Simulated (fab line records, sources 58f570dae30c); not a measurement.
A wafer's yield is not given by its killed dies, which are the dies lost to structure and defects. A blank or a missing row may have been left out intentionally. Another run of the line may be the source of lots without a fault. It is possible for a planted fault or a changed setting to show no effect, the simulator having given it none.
Which tool was responsible?    flow berkeleyCmos170    39 wafers from 13 lots sampled at 5 of the route's 331 steps

## WHAT THE GAUGES SHOWED, per wafer
UCB170_NWELL_OVL_MEAS_12. Usual: for NWELL_OVL the level is 0 nm and the standard deviation is 4.9.
lot   measured     on          NWELL_OVL (nm)  flag
L858  day 2 21:49  overlay-02  0 1 0           
L859  day 3 02:13  overlay-01  1 2 -2          
L860  day 3 02:28  overlay-01  11 5 5          
L861  day 3 12:05  overlay-01  0 -3 6          
L862  day 3 18:47  overlay-02  3 0 3           
L863  day 3 19:02  overlay-01  - - -           OFF
L864  day 4 03:55  overlay-02  -3 -9 1         
L866  day 4 14:12  overlay-01  -1 -2 1         
L873  day 6 01:42  overlay-02  -4 -1 7         
L874  day 6 01:59  overlay-02  7 12 2          
L875  day 6 10:40  overlay-02  4 6 -6          
L876  day 6 16:49  overlay-02  3 -4 3          
L877  day 7 01:29  overlay-01  -5 -1 4         

UCB170_NWELL_TW_MEAS_16. Usual: for NWELL_TW the level is 1256 and the standard deviation is 9.6.
lot   measured     on            NWELL_TW        flag
L858  day 2 22:12  filmMetro-04  1244 1247 1251  
L859  day 3 02:37  filmMetro-02  1250 1250 1245  
L860  day 3 02:52  filmMetro-04  1248 1253 1247  
L861  day 3 12:29  filmMetro-02  1244 1250 1240  
L862  day 3 19:11  filmMetro-02  1250 1244 1241  
L863  day 3 19:25  filmMetro-02  30 30 30        OFF
L864  day 4 04:19  filmMetro-02  1263 1260 1256  
L866  day 4 14:35  filmMetro-04  1251 1252 1254  
L873  day 6 02:05  filmMetro-04  1255 1257 1252  
L874  day 6 02:23  filmMetro-03  1261 1265 1266  
L875  day 6 11:04  filmMetro-02  1254 1257 1259  
L876  day 6 17:11  filmMetro-02  1254 1264 1260  
L877  day 7 01:59  filmMetro-03  1278 1270 1265  

UCB170_PWELL_OVL_MEAS_13. Usual: for PWELL_OVL the level is 3 nm and the standard deviation is 5.6.
lot   measured     on          PWELL_OVL (nm)  flag
L858  day 3 17:25  overlay-01  3 0 -6          
L859  day 4 01:30  overlay-01  5 4 2           
L860  day 4 01:13  overlay-01  9 8 4           
L861  day 4 07:00  overlay-02  4 1 0           
L862  day 4 14:41  overlay-01  9 5 -4          
L864  day 5 02:56  overlay-01  8 4 7           
L866  day 5 11:34  overlay-02  7 11 13         
L873  day 6 22:49  overlay-01  -7 -6 -6        
L874  day 6 23:06  overlay-02  8 1 9           
L875  day 7 08:28  overlay-02  2 3 5           
L876  day 7 19:10  overlay-01  9 3 2           
L877  day 7 19:31  overlay-01  10 10 14        

UCB170_PFIELD_TW_MEAS_09. Usual: for PFIELD_TW the level is 603 and the standard deviation is 4.2.
lot   measured     on            PFIELD_TW    flag
L858  day 5 03:23  filmMetro-03  604 605 604  
L859  day 5 17:39  filmMetro-02  602 600 601  
L860  day 5 18:12  filmMetro-04  597 598 596  
L861  day 5 18:07  filmMetro-02  599 602 603  
L862  day 6 02:14  filmMetro-03  610 610 608  
L864  day 6 14:55  filmMetro-03  603 604 607  
L866  day 7 06:02  filmMetro-02  605 597 603  
L873  day 8 15:38  filmMetro-03  602 603 604  
L874  day 8 15:24  filmMetro-02  606 607 604  
L875  day 8 23:31  filmMetro-03  601 601 598  
L876  day 9 07:30  filmMetro-04  594 593 590  
L877  day 9 07:16  filmMetro-03  607 606 606  

## EACH LOT AND THE TOOL THAT RAN IT (in order: tool; ch and the chambers of the sampled wafers; start)
lot   UCB170_NWELL_EXPOSE_09
L858  krfScanner-02 ch 0, day 2 20:54
L859  krfScanner-01 ch 0, day 3 01:38
L860  krfScanner-02 ch 0, day 3 01:50
L861  krfScanner-01 ch 0, day 3 11:07
L862  krfScanner-01 ch 0, day 3 18:24
L863  krfScanner-02 ch 0, day 3 18:38
L864  krfScanner-01 ch 0, day 4 03:32
L866  krfScanner-01 ch 0, day 4 13:49
L873  krfScanner-02 ch 0, day 6 01:19
L874  krfScanner-02 ch 0, day 6 01:28
L875  krfScanner-02 ch 0, day 6 09:47
L876  krfScanner-02 ch 0, day 6 16:25
L877  krfScanner-02 ch 0, day 7 01:05
- UCB170_NWELL_EXPOSE_09: exposes mask NWELL, target cd 3000 nm.

## AS READ BY THE TOOLS THEMSELVES (means over the sampled wafers that have a number; for cases with no such wafer, the mark the record gives instead)
UCB170_NWELL_EXPOSE_09. Usual: focusOffsetNm reads -0.1 nm (standard deviation 0.53).
lot   tool           focusOffsetNm (nm)  flag
L858  krfScanner-02  0.5                 
L859  krfScanner-01  -0.3                
L860  krfScanner-02  0.0                 
L861  krfScanner-01  -0.6                
L862  krfScanner-01  0.4                 
L863  krfScanner-02  -0.8                
L864  krfScanner-01  -0.7                
L866  krfScanner-01  -0.4                
L873  krfScanner-02  -0.2                
L874  krfScanner-02  -0.6                
L875  krfScanner-02  -0.7                
L876  krfScanner-02  0.3                 
L877  krfScanner-02  0.2                 

## THE ANSWER, worked out from the rows above alone
Rule: a lot is off if the mean of its wafers that have a number lies more than 3 standard deviations from the usual mean. Also off: a lot with no number at a reading for which 4 or more lots have one. The other lots that the step has rows for count as sound. The gauges are gone through in route order, then the tools' own readings, and for those a lot's mean is taken as printed above. The first step at which some lot is off is used, and at that step the reading that is off furthest; a lot without a number counts as furthest.
Off: at UCB170_NWELL_OVL_MEAS_12 (NWELL_OVL), L863. Without a number there: L863.
If a tool, at a process step before that reading, ran all the lots that are off and no sound lot after the first of them, it fits. The gauges at UCB170_NWELL_OVL_MEAS_12 aren't tried: what is off there is off at UCB170_NWELL_TW_MEAS_16 too, on other tools, and a gauge's error can't cause that. No candidate that was tried fits.

## WHAT WAS PUT IN BY THE SIMULATOR
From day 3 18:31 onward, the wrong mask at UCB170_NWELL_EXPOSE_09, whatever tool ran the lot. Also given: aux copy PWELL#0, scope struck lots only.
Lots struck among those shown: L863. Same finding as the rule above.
